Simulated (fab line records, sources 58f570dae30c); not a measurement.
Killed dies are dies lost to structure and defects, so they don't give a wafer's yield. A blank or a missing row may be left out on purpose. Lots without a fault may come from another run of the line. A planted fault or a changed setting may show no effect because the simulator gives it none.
Chamber matching | flow berkeley_cmos170 | UCB170_V1_CMP_02 on cmp-01: 4 sister chambers
The step polishes SiO2. 4 wafers are shown with their chamber, then 8 later ones without.

WAFERS WITH THEIR CHAMBER
wafer  | chamber | motor_current_A (A)
L293.6 | 2       | 15.3
L296.1 | 3       | 20.4
L296.2 | 1       | 15.8
L299.1 | 0       | 17.0

WAFERS WITHOUT THEIR CHAMBER
wafer  | motor_current_A (A)
L299.5 | 17.1
L299.6 | 20.3
L303.2 | 14.5
L303.3 | 17.0
L303.4 | 20.6
L308.1 | 16.4
L308.4 | 16.3
L308.5 | 18.0

WHICH CHAMBER EACH WENT THROUGH
wafer  | from the rows above          | in truth
L299.5 | 0                            | 0
L299.6 | 3                            | 3
L303.2 | can't be placed: 2 or 1      | 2
L303.3 | 0                            | 0
L303.4 | 3                            | 3
L308.1 | can't be placed: 1 or 0 or 2 | 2
L308.4 | can't be placed: 1 or 0 or 2 | 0
L308.5 | 0                            | 0
Placed correctly: 5 of 8. Can't be placed from these rows: 3 (the true chamber is among the candidates in 3). Placed wrongly: 0.
How it was worked out, from the rows above alone: a wafer's distance from a chamber is the root of the sum, over the readings, of the square of ((its reading less the chamber's mean) divided by the reading's scatter). The wafer belongs to the nearest chamber; if the next one is less than 2 further off, it can't be placed. A chamber's mean is the mean of its shown wafers. The scatter: with one shown wafer a chamber, the root of the mean of the squares of how far each hidden wafer lies from its nearest shown one.
